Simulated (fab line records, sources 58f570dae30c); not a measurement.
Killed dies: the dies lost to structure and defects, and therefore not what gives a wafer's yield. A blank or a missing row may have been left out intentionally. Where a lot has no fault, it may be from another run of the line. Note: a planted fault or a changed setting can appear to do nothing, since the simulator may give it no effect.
Split-lot study    flow berkeley cmos170    route with 331 steps; 5 lots, 23 wafers read

## ON THE SPLIT
At UCB170_PVT_COAT_01 (resist thk 900 nm), the setting spin rpm was moved away from the recipe's 1500 rpm on 8 of the 23 wafers read, by -3.5% to +5.7%. The other wafers ran this setting at the recipe's value.

The reading comes from the split's own step.

## THE READING
KrF_of_PVT_COAT_01.thk nm (the simulator's own value, which no gauge read), in nm, at UCB170_PVT_COAT_01 (resist thk 900 nm). There is no usual value for it anywhere in the file. Average 899.9 nm, standard deviation 2.1 nm, over the 15 wafers here run with the recipe.

wafer   tool, chamber at the split  spin rpm as run, rpm  against the recipe  KrF_of_PVT_COAT_01.thk nm, nm  against lot-mates on the recipe
L074.1  litho track-03, 0           1586                  +5.7%               873.3                          -26.7
L074.2  litho track-03, 0           1586                  +5.7%               872.8                          -27.2
L074.3  litho track-03, 0           1586                  +5.7%               873.7                          -26.3
L074.4  litho track-03, 0           1500                  recipe              898.3                          -
L074.6  litho track-03, 0           1500                  recipe              901.7                          -
L077.1  litho track-03, 0           1447                  -3.5%               916.7                          +16.8
L077.2  litho track-03, 0           1500                  recipe              899.3                          -
L077.3  litho track-03, 0           1447                  -3.5%               916.8                          +16.9
L077.4  litho track-03, 0           1500                  recipe              900.5                          -
L077.6  litho track-03, 0           1447                  -3.5%               915.9                          +16.0
L080.2  litho track-03, 0           1500                  recipe              898.6                          -
L080.3  litho track-03, 0           1500                  recipe              898.9                          -
L080.6  litho track-03, 0           1500                  recipe              900.6                          -
L084.1  litho track-01, 0           1557                  +3.8%               877.1                          -19.8
L084.2  litho track-01, 0           1500                  recipe              897.2                          -
L084.3  litho track-01, 0           1557                  +3.8%               880.8                          -16.1
L084.4  litho track-01, 0           1500                  recipe              895.2                          -
L084.6  litho track-01, 0           1500                  recipe              898.3                          -
L085.1  litho track-01, 0           1500                  recipe              902.1                          -
L085.2  litho track-01, 0           1500                  recipe              902.4                          -
L085.3  litho track-01, 0           1500                  recipe              902.8                          -
L085.4  litho track-01, 0           1500                  recipe              901.9                          -
L085.5  litho track-01, 0           1500                  recipe              900.3                          -

THE FIT
A straight line over all 23 wafers: KrF_of_PVT_COAT_01.thk nm changes by -4.79 nm for each +1% of spin rpm; r = -0.99; the points scatter about the line by 2.1 nm.
The same after taking each lot's own level away (the mean of its wafers on the recipe; 23 wafers): -4.68 nm for each +1%; r = -1.00; scatter 1.1 nm.
The reading moves by 27 nm for the largest change in spin rpm, on that fit.
From 896.90 to 901.90 nm: that is the span of the lots' own levels, equal to 2.4 times the standard deviation above.
The two slopes agree, so the slope changes little with the lot-to-lot level.
Check: for one of the wafers moved furthest among these (+5.7%), held out of the fit, the line's prediction against its lot-mates is -26.9 nm. It came out at -26.7 nm against them.

## OTHER SPLITS ON THESE WAFERS
Other splits were also applied to these wafers ahead of the reading. Each is held against what the fit with the lots' levels taken away leaves over:
other split on the same wafers          wafers away from the commonest value  r with KrF_of_PVT_COAT_01.thk nm (lot level and that fit taken away)
UCB170_NWELL_COAT_07 resist thk nm      6                                     +0.00
UCB170_NWELL_IMPLANT_14 energy kev      5                                     -0.03
UCB170_PWELL_IMPLANT_15 dose cm2        8                                     -0.02
UCB170_ACTIVE_CVD_05 sih2cl2 flow sccm  18                                    +0.03
UCB170_ACTIVE_COAT_08 spin rpm          8                                     +0.29
UCB170_SCREENOX_OXIDATION_01 ox time s  15                                    +0.01

## THE WHOLE CHAIN: every reading that the file lists as answering this split, in the file's order
step                 what it does       reading                                                                     change (the file's fit)               r (the file's)
UCB170_PVT_COAT_01   resist thk 900 nm  KrF_of_PVT_COAT_01.thk nm (the simulator's own value, which no gauge read)  -4.68 nm for each +1% of the setting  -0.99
UCB170_PVT_STRIP_08  strips in O2       strip time to endpoint s                                                    withheld for each +1% of the setting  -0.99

## FILE'S OWN FIT
KrF_of_PVT_COAT_01.thk nm changes by -4.68 nm for each +1% of spin rpm, r = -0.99.
